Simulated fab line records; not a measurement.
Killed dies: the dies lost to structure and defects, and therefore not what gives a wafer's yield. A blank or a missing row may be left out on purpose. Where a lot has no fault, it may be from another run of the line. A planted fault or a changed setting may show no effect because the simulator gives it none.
One fault seen from 2 desks    flow rit cmos    each desk holds nothing but its own numbers, with what lay behind them at the end

## AT THE METROLOGY DESK
What the gauges read, lot by lot, whatever tool the lot ran on: means of the sampled wafers that have a number. A lot is out of limits, marked OUT, if its mean lies more than 4 standard deviations from the usual mean; the brackets give that distance.
Columns: A = SILICIDE_TI_RS at RIT_SILICIDE_RS_MEAS_02, usual 48.0 ohm/sq; B = SILICIDE_TI_THK at RIT_SILICIDE_THK_MEAS_03, usual 29.7 nm
lot   first seen here  A                B
L730  day 3 02:30      47.0             30.2
L731  day 3 07:50      48.2             29.7
L732  day 3 12:32      48.4             29.5
L733  day 3 17:14      48.0             29.6
L735  day 4 03:54      48.5             29.2
L739  day 5 00:24      49.0             29.2
L740  day 5 05:22      48.9             29.3
L741  day 5 08:43      44.2 (-5.0) OUT  31.7 (+5.4) OUT
L743  day 5 23:17      44.7 (-4.3) OUT  31.5 (+4.8) OUT
L749  day 7 02:20      47.7             29.7
L750  day 7 10:40      47.3             29.8
L751  day 7 15:59      48.1             29.7
L752  day 7 18:11      48.8             29.4
L753  day 7 23:23      48.0             29.4
This desk reports L741, L743 out of limits; the earliest was L741 at day 5 08:43 (SILICIDE_TI_RS at RIT_SILICIDE_RS_MEAS_02). L730, L731, L732, L733, L735, L739, L740, L749, L750, L751, L752, L753 stayed within limits.

## DESK OF THE TOOL OWNER: pvd sputter-02
The tool's own readings at RIT_SILICIDE_SPUTTER_01 (material Ti, target thk 30 nm, time 240 s): means of the sampled wafers that have a number, for each lot that ran on this tool. A lot is out of limits, marked OUT, if its mean lies more than 4 standard deviations from the usual mean; the brackets give that distance.
Columns: A = throttle valve pct at RIT_SILICIDE_SPUTTER_01, usual 29.3 %
lot   first seen here  A
L731  day 3 07:40      30.6
L733  day 3 17:05      30.4
L735  day 4 03:45      30.3
L739  day 5 00:13      30.5
L741  day 5 08:34      30.7
L743  day 5 23:06      30.6
Finding of this desk: none of the 6 lots has anything out of limits.

## ALL TOGETHER
At day 5 08:43 the metrology desk could have sounded an alarm, on L741, L743.
The tool owner's desk saw nothing out of limits.
On record at the tool owner's desk: L741, L743, within its limits.
The lots listed all ran RIT_SILICIDE_SPUTTER_01 on pvd sputter-02.

## WHAT WAS PUT IN BY THE SIMULATOR
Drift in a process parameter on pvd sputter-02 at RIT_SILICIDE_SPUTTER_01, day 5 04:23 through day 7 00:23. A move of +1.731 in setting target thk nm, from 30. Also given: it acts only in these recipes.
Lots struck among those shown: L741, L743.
Hours from the fault's start to each desk's first reading out of limits: the metrology desk, 4.
